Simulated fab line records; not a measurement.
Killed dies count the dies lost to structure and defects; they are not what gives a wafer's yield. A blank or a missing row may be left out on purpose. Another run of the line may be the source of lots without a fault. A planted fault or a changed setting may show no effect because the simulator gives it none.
fab line records -- flow berkeley-cmos170 -- part 1 of 2: steps 1 to 37 of 44
record: lots: 7, wafers: 21, last-day: 11
route steps=331 shown GATE@142 PLDD@145 NLDD@158 SPACER@171 PSD@175 M3@331
lots with no fault: from the same line, run without faults
start-h: hours from the record's first day to the start of the lot's first wafer shown -- wait-h: how many hours have passed since the lot's step before this one -- " same as the row above -- L1.1+2: a row that stands for several wafers -- - value missing, or start not given -- * or withheld: withheld -- < > ~ a bound
route shown NAME@n: NAME is a module with steps in the file, n the number in the route of the first one -- usual: mean/standard deviation of fault-free wafers -- same: alike in all rows -- chamber/n: place in a boat -- sites: per-site readings -- _std_site: how widely they spread, as a standard deviation -- _edge_site: inner sites' mean taken away from outer sites' mean -- radius-mm: for every site, how far away it sits from the centre of the wafer -- mask NAME#n: copy n -- behind: the tool/chamber that last shaped the wafer -- hold: why the lot went on hold/how many hours it stayed there/how the hold came to an end -- device: which transistor (n, p or np) failed to switch -- end of line: the same wafers' tests at the end of the route -- a step without rows: its recipe alone -- killed: at the first sort, the dies lost to defects and structure; wafer yield is something else -- map: a wafer's dies, x killed, . not, _ none there
set.NAME: the setting that was run; set.NAME@STEP: the one run at that earlier step -- model.NAME: the simulator's own value behind a step, which no gauge read
lots at some steps of the route; a table a step, a row a wafer
services: from which hour (start-h, from the record's first day; less than 0 if before it) a tool's chamber was out of use, for how many hours, and why
== steps ==
step: UCB170_GATE_STRIP_16
recipe: chemistry: O2, power-w: 400, pressure-mtorr: 3500, platen-temp-c: withheld, o2-flow-sccm: 400, overash-fraction: 0.5
usual: chamber-pressure-mTorr: 3500/3.1, drypump-motor-current-A: 5.6/0.48, o2-flow-sccm: 399.9/1.2, oes-product-au: 0.724/0.0048
lot.wafer,tool,chamber,start-h,wait-h,chamber-pressure-mTorr,drypump-motor-current-A,o2-flow-sccm,oes-product-au,rf-hours-counter-h
L185.2,plasma-asher-01,1,142.70,0.0,3505,5.4,400.0,0.725,2
L185.4,plasma-asher-01,0,142.70,0.0,3504,5.2,401.0,0.723,-
L185.5,plasma-asher-01,1,142.70,0.0,3503,5.4,398.9,0.722,-
L183.3,plasma-asher-04,0,143.53,0.1,3502,5.3,397.7,0.723,-
L183.4,plasma-asher-04,1,143.53,0.1,3500,6.4,402.6,0.728,-
L183.5,plasma-asher-04,0,143.53,0.1,3497,5.3,399.0,0.719,-
L191.1,plasma-asher-04,0,167.00,0.0,3499,5.3,399.2,0.721,39
L191.2,plasma-asher-04,1,167.00,0.0,3499,6.3,400.5,0.727,39
L191.4,plasma-asher-04,0,167.00,0.0,3498,5.3,401.1,0.728,-
L189.1,plasma-asher-04,1,167.28,0.0,3504,6.3,399.4,0.726,39
L189.3,plasma-asher-04,0,167.28,0.0,3499,5.3,399.2,0.731,-
L189.6,plasma-asher-04,1,167.28,0.0,3506,6.3,401.7,0.725,-
L192.2,plasma-asher-04,1,175.73,0.0,3501,6.4,400.3,0.731,40
L192.3,plasma-asher-04,1,175.73,0.0,3501,6.4,399.3,0.728,-
L192.6,plasma-asher-04,1,175.73,0.0,3497,6.4,400.2,0.727,-
L198.1,plasma-asher-01,0,204.04,0.0,3502,5.3,401.4,0.720,9
L198.3,plasma-asher-01,0,204.04,0.0,3502,5.3,399.3,0.729,-
L198.6,plasma-asher-01,0,204.04,0.0,3492,5.2,400.0,0.717,-
L201.2,plasma-asher-03,1,224.47,0.0,3495,4.9,398.4,0.714,51
L201.4,plasma-asher-03,0,224.47,0.0,3503,5.7,400.6,0.723,-
L201.5,plasma-asher-03,1,224.47,0.0,3493,4.9,399.8,0.719,-
step: UCB170_GATE_CD_MEAS_90
recipe: target-cd-nm: 350
usual: cd-nm: 349.5/1.4
lot.wafer,tool,chamber,start-h,wait-h,cd-nm
L185.2,cd-sem-02,-,142.82,0.1,348.7
L185.4,cd-sem-02,-,142.82,0.1,350.0
L185.5,cd-sem-02,-,142.82,0.1,348.4
L183.3,cd-sem-02,-,143.64,0.1,347.7
L183.4,cd-sem-02,-,143.64,0.1,349.5
L183.5,cd-sem-02,-,143.64,0.1,348.3
L191.1,cd-sem-01,-,167.12,0.1,349.1
L191.2,cd-sem-01,-,167.12,0.1,351.2
L191.4,cd-sem-01,-,167.12,0.1,350.4
L189.1,cd-sem-02,-,167.38,0.1,348.3
L189.3,cd-sem-02,-,167.38,0.1,348.3
L189.6,cd-sem-02,-,167.38,0.1,349.1
L192.2,cd-sem-02,-,175.85,0.1,349.1
L192.3,cd-sem-02,-,175.85,0.1,349.0
L192.6,cd-sem-02,-,175.85,0.1,349.5
L198.1,cd-sem-02,-,204.14,0.1,350.3
L198.3,cd-sem-02,-,204.14,0.1,348.2
L198.6,cd-sem-02,-,204.14,0.1,349.4
L201.2,cd-sem-01,-,224.59,0.1,348.1
L201.4,cd-sem-01,-,224.59,0.1,347.1
L201.5,cd-sem-01,-,224.59,0.1,349.0
step: UCB170_GATE_CLEAN_17
recipe: chemistry: SPM, temp-c: 120, time-s: 600
step: UCB170_PLDD_HMDS_00
recipe: prime-time-s: 60, prime-temp-c: 100
step: UCB170_PLDD_COAT_01
recipe: resist: KrF, spin-rpm: 1500, resist-thk-nm: 900
step: UCB170_PLDD_SOFTBAKE_02
recipe: resist: KrF, temp-c: 130, time-s: 60
step: UCB170_PLDD_EXPOSE_03
recipe: mask-id: PSELECT, na: 0.5, sigma-outer: 0.6, source-shape: conventional, target-cd-nm: 1200, dose-mj: 30.38
step: UCB170_PLDD_PEB_04
recipe: peb-temp-c: 130, peb-time-s: withheld, resist: KrF
step: UCB170_PLDD_DEVELOP_05
recipe: developer: TMAH, develop-time-s: 45, resist: KrF, dev-temp-c: 21
step: UCB170_PLDD_CD_MEAS_06
recipe: target-cd-nm: 1200
usual: cd-nm: 1200.3/1.4
lot.wafer,tool,chamber,start-h,wait-h,cd-nm
L185.2,cd-sem-01,-,144.45,-,1200.1
L185.4,cd-sem-01,-,144.45,-,1201.1
L185.5,cd-sem-01,-,144.45,-,1201.5
L183.3,cd-sem-02,-,145.10,-,1202.4
L183.4,cd-sem-02,-,145.10,-,1202.2
L183.5,cd-sem-02,-,145.10,-,1201.9
L191.1,cd-sem-02,-,168.66,-,1200.4
L191.2,cd-sem-02,-,168.66,-,1202.3
L191.4,cd-sem-02,-,168.66,-,1201.5
L189.1,cd-sem-02,-,168.83,-,1199.9
L189.3,cd-sem-02,-,168.83,-,1200.7
L189.6,cd-sem-02,-,168.83,-,1199.5
L192.2,cd-sem-02,-,177.89,-,1200.3
L192.3,cd-sem-02,-,177.89,-,1198.9
L192.6,cd-sem-02,-,177.89,-,1200.2
L198.1,cd-sem-01,-,206.14,-,1200.7
L198.3,cd-sem-01,-,206.14,-,1200.3
L198.6,cd-sem-01,-,206.14,-,1200.9
L201.2,cd-sem-01,-,226.06,-,1198.7
L201.4,cd-sem-01,-,226.06,-,1198.3
L201.5,cd-sem-01,-,226.06,-,1198.8
step: UCB170_PLDD_OVL_MEAS_07
usual: PLDD_OVL: -4/7.2
lot.wafer,tool,chamber,start-h,wait-h,PLDD_OVL[nm]
L185.2,overlay-01,-,144.56,0.1,3
L185.4,overlay-01,-,144.56,0.1,3
L185.5,overlay-01,-,144.56,0.1,0
L183.3,overlay-01,-,145.19,0.1,-1
L183.4,overlay-01,-,145.19,0.1,3
L183.5,overlay-01,-,145.19,0.1,0
L191.1,overlay-01,-,168.78,0.1,14
L191.2,overlay-01,-,168.78,0.1,-11
L191.4,overlay-01,-,168.78,0.1,-5
L189.1,overlay-01,-,168.95,0.1,-12
L189.3,overlay-01,-,168.95,0.1,-4
L189.6,overlay-01,-,168.95,0.1,3
L192.2,overlay-01,-,178.00,0.1,-12
L192.3,overlay-01,-,178.00,0.1,-3
L192.6,overlay-01,-,178.00,0.1,-7
L198.1,overlay-01,-,206.26,0.1,4
L198.3,overlay-01,-,206.26,0.1,-2
L198.6,overlay-01,-,206.26,0.1,-12
L201.2,overlay-02,-,226.16,0.1,-4
L201.4,overlay-02,-,226.16,0.1,-9
L201.5,overlay-02,-,226.16,0.1,4
step: UCB170_PLDD_IMPLANT_08
recipe: species: BF2, dose-cm2: 5e+13, energy-kev: 10, tilt-deg: 7, rotation-deg: 0
step: UCB170_PLDD_IMPLANT_09
recipe: species: BF2, dose-cm2: 5e+13, energy-kev: 10, tilt-deg: 7, rotation-deg: 180
usual: beam-energy-keV: 9.999/0.0033, rotation-deg: 180.00/0.035, tilt-deg: 7.003/0.02
lot.wafer,tool,chamber,start-h,wait-h,beam-energy-keV,rotation-deg,tilt-deg
L185.2,implanter-04,0,144.76,0.1,9.998,180.00,7.013
L185.4,implanter-04,0,144.76,0.1,10.000,180.03,7.011
L185.5,implanter-04,0,144.76,0.1,9.998,180.00,6.999
L183.3,implanter-04,0,145.41,0.1,10.003,179.96,7.024
L183.4,implanter-04,0,145.41,0.1,10.010,179.98,7.035
L183.5,implanter-04,0,145.41,0.1,9.998,179.98,7.005
L183.3,implanter-04,0,145.73,0.3,10.001,179.98,6.988
L183.4,implanter-04,0,145.73,0.3,10.005,180.00,6.985
L183.5,implanter-04,0,145.73,0.3,10.001,180.05,7.016
L191.1,implanter-04,0,168.96,0.1,10.002,180.01,7.032
L191.2,implanter-04,0,168.96,0.1,10.002,180.04,7.003
L191.4,implanter-04,0,168.96,0.1,10.005,180.05,7.024
L191.1,implanter-04,0,169.28,0.3,10.007,179.99,7.014
L191.2,implanter-04,0,169.28,0.3,10.006,180.00,7.018
L191.4,implanter-04,0,169.28,0.3,10.004,180.02,7.005
L189.1,implanter-01,0,169.13,0.1,9.998,180.02,7.000
L189.3,implanter-01,0,169.13,0.1,9.998,180.00,7.000
L189.6,implanter-01,0,169.13,0.1,10.000,179.98,6.989
L189.1,implanter-01,0,169.45,0.3,9.999,180.01,7.016
L189.3,implanter-01,0,169.45,0.3,9.999,180.02,7.014
L189.6,implanter-01,0,169.45,0.3,9.999,179.97,7.030
L192.2,implanter-04,0,178.20,0.1,10.001,180.00,7.023
L192.3,implanter-04,0,178.20,0.1,10.001,180.05,7.005
L192.6,implanter-04,0,178.20,0.1,9.996,179.97,7.012
L198.1,implanter-01,0,206.45,0.1,10.001,179.97,7.014
L198.3,implanter-01,0,206.45,0.1,10.005,179.97,6.961
L198.6,implanter-01,0,206.45,0.1,10.006,180.02,7.024
L201.2,implanter-03,0,226.37,0.1,9.999,179.96,7.014
L201.4,implanter-03,0,226.37,0.1,10.004,179.99,7.030
L201.5,implanter-03,0,226.37,0.1,9.995,179.97,7.022
step: UCB170_PLDD_STRIP_10
recipe: chemistry: O2, power-w: 400, pressure-mtorr: 3500, platen-temp-c: withheld, o2-flow-sccm: 400, overash-fraction: 0.5
usual: chamber-pressure-mTorr: 3500/3.2, drypump-motor-current-A: 5.4/0.39, o2-flow-sccm: 400.0/1.4, oes-product-au: 0.734/0.0049, strip-time-to-endpoint-s: 21.67/0.065
lot.wafer,tool,chamber,start-h,wait-h,chamber-pressure-mTorr,drypump-motor-current-A,o2-flow-sccm,oes-product-au,rf-hours-counter-h,strip-time-to-endpoint-s
L185.2,plasma-asher-02,1,144.89,0.1,3500,6.1,402.4,0.729,46,21.59
L185.4,plasma-asher-02,0,144.89,0.1,3499,5.1,399.6,0.732,-,21.58
L185.5,plasma-asher-02,1,144.89,0.1,3498,6.1,400.8,0.746,-,21.60
L183.3,plasma-asher-03,0,145.86,0.1,3503,5.6,400.4,0.735,-,21.64
L183.4,plasma-asher-03,1,145.86,0.1,3494,4.9,399.0,0.734,-,21.68
L183.5,plasma-asher-03,0,145.86,0.1,3497,5.6,400.4,0.733,-,21.66
L189.1,plasma-asher-02,0,169.63,0.2,3497,5.1,400.9,0.731,49,21.75
L189.3,plasma-asher-02,0,169.63,0.2,3495,5.1,400.3,0.736,-,21.74
L189.6,plasma-asher-02,0,169.63,0.2,3499,5.1,399.1,0.739,-,21.73
L191.1,plasma-asher-02,0,169.63,0.3,3499,5.1,401.7,0.740,49,21.74
L191.2,plasma-asher-02,1,169.63,0.3,3502,6.1,401.7,0.735,49,21.72
L191.4,plasma-asher-02,1,169.63,0.3,3500,6.1,400.4,0.731,-,21.67
L192.2,plasma-asher-03,1,178.33,0.1,3499,4.9,399.1,0.727,46,21.64
L192.3,plasma-asher-03,1,178.33,0.1,3497,4.9,398.6,0.725,-,21.68
L192.6,plasma-asher-03,1,178.33,0.1,3506,4.9,400.2,0.733,-,21.58
L198.1,plasma-asher-02,0,206.60,0.1,3497,5.1,400.2,0.733,54,21.56
L198.3,plasma-asher-02,1,206.60,0.1,3500,6.1,401.3,0.737,-,21.51
L198.6,plasma-asher-02,0,206.60,0.1,3500,5.1,397.6,0.730,-,21.61
L201.2,plasma-asher-01,0,226.49,0.1,3497,5.2,402.1,0.741,12,21.69
L201.4,plasma-asher-01,0,226.49,0.1,3502,5.3,400.1,0.747,-,21.67
L201.5,plasma-asher-01,1,226.49,0.1,3501,5.4,399.8,0.731,-,21.69
step: UCB170_PLDD_TW_MEAS_11
usual: PLDD_TW: 1009/6.1
lot.wafer,tool,chamber,start-h,wait-h,PLDD_TW
L185.2,film-metro-04,-,145.00,0.1,1013
L185.4,film-metro-04,-,145.00,0.1,1007
L185.5,film-metro-04,-,145.00,0.1,1014
L183.3,film-metro-03,-,145.95,0.1,1147
L183.4,film-metro-03,-,145.95,0.1,1141
L183.5,film-metro-03,-,145.95,0.1,1136
L189.1,film-metro-01,-,169.81,0.1,1158
L189.3,film-metro-01,-,169.81,0.1,1153
L189.6,film-metro-01,-,169.81,0.1,1158
L191.1,film-metro-01,-,169.81,0.1,1146
L191.2,film-metro-01,-,169.81,0.1,1154
L191.4,film-metro-01,-,169.81,0.1,1154
L192.2,film-metro-04,-,178.44,0.1,1003
L192.3,film-metro-04,-,178.44,0.1,1005
L192.6,film-metro-04,-,178.44,0.1,1001
L198.1,film-metro-04,-,206.70,0.1,1010
L198.3,film-metro-04,-,206.70,0.1,1007
L198.6,film-metro-04,-,206.70,0.1,1009
L201.2,film-metro-04,-,226.60,0.1,1002
L201.4,film-metro-04,-,226.60,0.1,1000
L201.5,film-metro-04,-,226.60,0.1,999
step: UCB170_PLDD_CLEAN_12
recipe: chemistry: SPM, temp-c: 120, time-s: 600
step: UCB170_NLDD_HMDS_00
recipe: prime-time-s: 60, prime-temp-c: 100
step: UCB170_NLDD_COAT_01
recipe: resist: KrF, spin-rpm: 1500, resist-thk-nm: 900
step: UCB170_NLDD_SOFTBAKE_02
recipe: resist: KrF, temp-c: 130, time-s: 60
step: UCB170_NLDD_EXPOSE_03
recipe: mask-id: NSELECT, na: 0.5, sigma-outer: 0.6, source-shape: conventional, target-cd-nm: 1200, dose-mj: 30
step: UCB170_NLDD_PEB_04
recipe: peb-temp-c: 130, peb-time-s: withheld, resist: KrF
step: UCB170_NLDD_DEVELOP_05
recipe: developer: TMAH, develop-time-s: 45, resist: KrF, dev-temp-c: 21
step: UCB170_NLDD_CD_MEAS_06
recipe: target-cd-nm: 1200
usual: cd-nm: 1200.8/1.3
lot.wafer,tool,chamber,start-h,wait-h,cd-nm
L185.2,cd-sem-02,-,146.42,-,1201.0
L185.4,cd-sem-02,-,146.42,-,1201.6
L185.5,cd-sem-02,-,146.42,-,1200.7
L183.3,cd-sem-02,-,147.61,-,1200.9
L183.4,cd-sem-02,-,147.61,-,1200.6
L183.5,cd-sem-02,-,147.61,-,1200.8
L191.1,cd-sem-02,-,171.04,-,1198.9
L191.2,cd-sem-02,-,171.04,-,1201.0
L191.4,cd-sem-02,-,171.04,-,1199.7
L189.1,cd-sem-02,-,171.16,-,1201.2
L189.3,cd-sem-02,-,171.16,-,1201.7
L189.6,cd-sem-02,-,171.16,-,1200.3
L192.2,cd-sem-02,-,181.13,-,1201.9
L192.3,cd-sem-02,-,181.13,-,1201.6
L192.6,cd-sem-02,-,181.13,-,1201.5
L198.1,cd-sem-01,-,208.13,-,1201.2
L198.3,cd-sem-01,-,208.13,-,1201.0
L198.6,cd-sem-01,-,208.13,-,1202.0
L201.2,cd-sem-02,-,227.74,-,1201.5
L201.4,cd-sem-02,-,227.74,-,1200.9
L201.5,cd-sem-02,-,227.74,-,1201.1
step: UCB170_NLDD_OVL_MEAS_07
usual: NLDD_OVL: 1/5.6
lot.wafer,tool,chamber,start-h,wait-h,NLDD_OVL[nm]
L185.2,overlay-01,-,146.52,0.1,-6
L185.4,overlay-01,-,146.52,0.1,-3
L185.5,overlay-01,-,146.52,0.1,0
L183.3,overlay-02,-,147.70,0.1,-6
L183.4,overlay-02,-,147.70,0.1,0
L183.5,overlay-02,-,147.70,0.1,-2
L191.1,overlay-01,-,171.16,0.1,1
L191.2,overlay-01,-,171.16,0.1,4
L191.4,overlay-01,-,171.16,0.1,4
L189.1,overlay-01,-,171.28,0.1,-6
L189.3,overlay-01,-,171.28,0.1,0
L189.6,overlay-01,-,171.28,0.1,-1
L192.2,overlay-01,-,181.24,0.1,-3
L192.3,overlay-01,-,181.24,0.1,-6
L192.6,overlay-01,-,181.24,0.1,0
L198.1,overlay-02,-,208.28,0.1,11
L198.3,overlay-02,-,208.28,0.1,2
L198.6,overlay-02,-,208.28,0.1,4
L201.2,overlay-02,-,227.84,0.1,7
L201.4,overlay-02,-,227.84,0.1,7
L201.5,overlay-02,-,227.84,0.1,2
step: UCB170_NLDD_IMPLANT_08
recipe: species: As, dose-cm2: 5e+13, energy-kev: 30, tilt-deg: 7, rotation-deg: 0
step: UCB170_NLDD_IMPLANT_09
recipe: species: As, dose-cm2: 5e+13, energy-kev: 30, tilt-deg: 7, rotation-deg: 180
step: UCB170_NLDD_STRIP_10
recipe: chemistry: O2, power-w: 400, pressure-mtorr: 3500, platen-temp-c: withheld, o2-flow-sccm: 400, overash-fraction: 0.5
usual: chamber-pressure-mTorr: 3500/3.1, drypump-motor-current-A: 5.6/0.46, o2-flow-sccm: 399.9/1.1, oes-product-au: 0.735/0.0047, strip-time-to-endpoint-s: 21.64/0.076
lot.wafer,tool,chamber,start-h,wait-h,chamber-pressure-mTorr,drypump-motor-current-A,o2-flow-sccm,oes-product-au,rf-hours-counter-h,strip-time-to-endpoint-s
L185.2,plasma-asher-01,1,146.85,0.1,3508,5.4,401.7,0.740,3,21.63
L185.4,plasma-asher-01,1,146.85,0.1,3499,5.4,400.0,0.741,-,21.58
L185.5,plasma-asher-01,1,146.85,0.1,3498,5.4,401.8,0.727,-,21.67
L183.3,plasma-asher-02,1,148.06,0.1,3501,6.1,398.6,0.736,-,21.68
L183.4,plasma-asher-02,0,148.06,0.1,3503,5.1,399.4,0.729,-,21.59
L183.5,plasma-asher-02,1,148.06,0.1,3500,6.1,400.4,0.735,-,21.72
L191.1,plasma-asher-02,0,171.49,0.1,3502,5.1,399.3,0.730,49,21.58
L191.2,plasma-asher-02,1,171.49,0.1,3498,6.1,400.8,0.741,49,21.60
L191.4,plasma-asher-02,1,171.49,0.1,3497,6.1,398.7,0.736,-,21.60
L189.1,plasma-asher-02,0,171.62,0.1,3499,5.1,398.7,0.739,49,21.63
L189.3,plasma-asher-02,1,171.62,0.1,3498,6.1,401.3,0.726,-,21.61
L189.6,plasma-asher-02,0,171.62,0.1,3499,5.1,399.4,0.747,-,21.55
L192.2,plasma-asher-04,1,181.57,0.1,3497,6.4,401.3,0.738,41,21.64
L192.3,plasma-asher-04,1,181.57,0.1,3501,6.4,401.6,0.737,-,21.64
L192.6,plasma-asher-04,0,181.57,0.1,3495,5.3,397.5,0.742,-,21.65
L198.1,plasma-asher-02,0,208.61,0.1,3501,5.1,399.4,0.732,54,21.67
L198.3,plasma-asher-02,0,208.61,0.1,3498,5.1,399.8,0.739,-,21.68
L198.6,plasma-asher-02,1,208.61,0.1,3502,6.1,399.4,0.731,-,21.63
L201.2,plasma-asher-01,0,228.17,0.1,3499,5.2,400.1,0.738,12,21.60
L201.4,plasma-asher-01,0,228.17,0.1,3505,5.2,400.4,0.741,-,21.62
L201.5,plasma-asher-01,0,228.17,0.1,3497,5.2,399.1,0.730,-,21.59
step: UCB170_NLDD_TW_MEAS_11
usual: NLDD_TW: 2212/12
lot.wafer,tool,chamber,start-h,wait-h,NLDD_TW
L185.2,film-metro-01,-,146.96,0.1,2211
L185.4,film-metro-01,-,146.96,0.1,2210
L185.5,film-metro-01,-,146.96,0.1,2208
L183.3,film-metro-04,-,148.15,0.1,2217
L183.4,film-metro-04,-,148.15,0.1,2224
L183.5,film-metro-04,-,148.15,0.1,2226
L191.1,film-metro-03,-,171.59,0.1,2211
L191.2,film-metro-03,-,171.59,0.1,2205
L191.4,film-metro-03,-,171.59,0.1,2198
L189.1,film-metro-03,-,171.72,0.1,2207
L189.3,film-metro-03,-,171.72,0.1,2207
L189.6,film-metro-03,-,171.72,0.1,2195
L192.2,film-metro-04,-,181.68,0.1,2206
L192.3,film-metro-04,-,181.68,0.1,2200
L192.6,film-metro-04,-,181.68,0.1,2196
L198.1,film-metro-01,-,208.71,0.1,2229
L198.3,film-metro-01,-,208.71,0.1,2218
L198.6,film-metro-01,-,208.71,0.1,2231
L201.2,film-metro-04,-,228.28,0.1,2184
L201.4,film-metro-04,-,228.28,0.1,2190
L201.5,film-metro-04,-,228.28,0.1,2193
step: UCB170_NLDD_CLEAN_12
recipe: chemistry: SPM, temp-c: 120, time-s: 600
step: UCB170_SPACER_CVD_00
recipe: material: SiO2, target-thk-nm: 376, temp-c: 390, precursor: TEOS/O2, time-s: 48.07, rf-w: 550, pressure-mtorr: 9000
usual: heater-power-w: 276/62
same: time-s: 48.07
lot.wafer,tool,chamber,start-h,wait-h,heater-power-w
L185.2,pecvd-01,1,147.19,0.0,217
L185.4,pecvd-01,1,147.19,0.0,232
L185.5,pecvd-01,0,147.19,0.0,374
L183.3,pecvd-03,1,148.36,0.0,264
L183.4,pecvd-03,1,148.36,0.0,278
L183.5,pecvd-03,0,148.36,0.0,220
L191.1,pecvd-02,2,171.96,0.0,282
L191.2,pecvd-02,1,171.96,0.0,225
L191.4,pecvd-02,1,171.96,0.0,235
L189.1,pecvd-03,1,171.97,0.0,240
L189.3,pecvd-03,0,171.97,0.0,172
L189.6,pecvd-03,1,171.97,0.0,245
L192.2,pecvd-03,0,181.90,0.0,218
L192.3,pecvd-03,2,181.90,0.0,339
L192.6,pecvd-03,0,181.90,0.0,232
L198.1,pecvd-03,1,209.02,0.0,263
L198.3,pecvd-03,0,209.02,0.0,235
L198.6,pecvd-03,0,209.02,0.0,156
L201.2,pecvd-02,2,228.51,0.0,317
L201.4,pecvd-02,0,228.51,0.0,327
L201.5,pecvd-02,2,228.51,0.0,323
step: UCB170_SPACER_THK_MEAS_01
recipe: reads: SiO2_of_SPACER_CVD_00
usual: SPACER_TEOS_THK: 385/5.6
lot.wafer,tool,chamber,start-h,wait-h,SPACER_TEOS_THK[nm]
L185.2,film-metro-04,-,147.24,0.0,384
L185.4,film-metro-04,-,147.24,0.0,392
L185.5,film-metro-04,-,147.24,0.0,396
L183.3,film-metro-02,-,148.43,0.0,386
L183.4,film-metro-02,-,148.43,0.0,386
L183.5,film-metro-02,-,148.43,0.0,396
L191.1,film-metro-02,-,172.00,0.0,389
L191.2,film-metro-02,-,172.00,0.0,382
L191.4,film-metro-02,-,172.00,0.0,387
L189.1,film-metro-03,-,172.01,0.0,379
L189.3,film-metro-03,-,172.01,0.0,379
L189.6,film-metro-03,-,172.01,0.0,383
L192.2,film-metro-04,-,181.98,0.1,387
L192.3,film-metro-04,-,181.98,0.1,387
L192.6,film-metro-04,-,181.98,0.1,394
L198.1,film-metro-02,-,209.06,0.0,376
L198.3,film-metro-02,-,209.06,0.0,377
L198.6,film-metro-02,-,209.06,0.0,387
L201.2,film-metro-03,-,228.56,0.0,386
L201.4,film-metro-03,-,228.56,0.0,388
L201.5,film-metro-03,-,228.56,0.0,388
step: UCB170_SPACER_ANNEAL_02
recipe: temp-c: 900, time-s: 1800, ambient: N2
step: UCB170_SPACER_ETCHBACK_03
recipe: stop-on: Si, target: SiO2, chemistry: CHF3/CF4/Ar, CHF3_flow_sccm: 50, cf4-flow-sccm: 10, Ar_flow_sccm: 120, pressure-mtorr: 200, rf-w: 500, target-depth-a: 3760, time-s: 100
usual: CHF3_flow_sccm: 49.98/0.14, chamber-pressure-mTorr: 200.00/0.19, drypump-motor-current-A: 5.49/0.29, mfc-ar-sccm: 120.0/0.37, oes-product-au: 0.914/0.018, throttle-valve-pct: 6.41/0.098
same: time-s: 100
lot.wafer,tool,chamber,start-h,wait-h,CHF3_flow_sccm,chamber-pressure-mTorr,drypump-motor-current-A,mfc-ar-sccm,oes-product-au,rf-hours-counter-h,throttle-valve-pct
L185.2,rie-diel-01,0,150.78,0.0,50.16,200.23,5.30,120.4,0.946,133,6.46
L185.4,rie-diel-01,2,150.78,0.0,50.18,199.72,5.92,120.0,0.928,-,6.48
L185.5,rie-diel-01,0,150.78,0.0,50.01,200.14,5.29,120.0,0.970,-,6.46
L183.3,rie-diel-03,0,150.85,0.1,49.91,200.20,5.44,120.3,0.887,38,6.44
L183.4,rie-diel-03,1,150.85,0.1,49.82,199.83,5.65,120.3,0.892,108,6.28
L183.5,rie-diel-03,3,150.85,0.1,49.90,199.80,5.53,119.7,0.932,-,6.42
L189.1,rie-diel-01,2,175.33,0.0,50.17,200.14,6.00,120.7,0.908,3,6.49
L189.3,rie-diel-01,3,175.33,0.0,49.87,200.02,5.50,119.9,0.898,135,6.24
L189.6,rie-diel-01,1,175.33,0.0,50.04,200.34,5.48,120.4,0.910,-,6.35
L191.1,rie-diel-03,0,175.37,0.1,49.82,200.29,5.45,119.1,0.894,39,6.43
L191.2,rie-diel-03,1,175.37,0.1,50.11,200.05,5.66,120.5,0.887,109,6.28
L191.4,rie-diel-03,3,175.37,0.1,50.05,199.93,5.47,120.1,0.927,83,6.40
L192.2,rie-diel-01,3,187.50,0.0,49.91,200.23,5.49,120.1,0.920,136,6.24
L192.3,rie-diel-01,1,187.50,0.0,49.97,200.13,5.49,120.1,0.930,86,6.37
L192.6,rie-diel-01,3,187.50,0.0,50.08,199.99,5.49,119.8,0.927,-,6.25
L198.1,rie-diel-03,3,211.88,0.1,50.00,199.89,5.51,119.9,0.897,85,6.42
L198.3,rie-diel-03,0,211.88,0.1,49.69,200.09,5.46,119.9,0.877,42,6.43
L198.6,rie-diel-03,3,211.88,0.1,49.94,200.12,5.56,119.7,0.915,-,6.41
L201.2,rie-diel-03,2,235.12,0.0,49.82,200.17,5.19,119.8,0.919,143,6.28
L201.4,rie-diel-03,1,235.12,0.0,49.90,200.20,5.67,120.1,0.905,113,6.29
L201.5,rie-diel-03,1,235.12,0.0,50.05,199.88,5.65,119.8,0.907,-,6.28
step: UCB170_PSD_HMDS_00
recipe: prime-time-s: 60, prime-temp-c: 100
step: UCB170_PSD_COAT_01
recipe: resist: KrF, spin-rpm: 1500, resist-thk-nm: 900
step: UCB170_PSD_SOFTBAKE_02
recipe: resist: KrF, temp-c: 130, time-s: 60
step: UCB170_PSD_EXPOSE_03
recipe: mask-id: PSELECT_MOD, na: 0.5, sigma-outer: 0.6, source-shape: conventional, target-cd-nm: 1200, dose-mj: 30
== key ==
first-sign: step: UCB170_PLDD_IMPLANT_09, reading: visit, direction: added
effect: step: UCB170_PLDD_TW_MEAS_11, reading: PLDD_TW, direction: up, sigmas: 23, usual: 1009, struck: 1150
effect: step: UCB170_SDANNEAL_RS_MEAS_04, reading: PLDD_RS, direction: down, sigmas: 99+, usual: 1032.0, struck: 756.8
met-at UCB170_PLDD_IMPLANT_09
struck-wafers L183.3,L183.4,L183.5,L189.1,L189.3,L189.6,L191.1,L191.2,L191.4
tester-left-out L183,L189,L191
fault: kind: repeated-step-whole, tool: implanter-01,implanter-03,implanter-04, chamber: -, onset-h: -, steps: UCB170_PLDD_IMPLANT_09, times: 1, scope: struck-lots-only
tester-left-out: of these lots the tester's yield and bins aren't shown, on N5 and GAA mostly nor the transistor test; their killed dies are dies lost to structure and defects alone, not to doping, threshold or leakage, so they don't give the yield
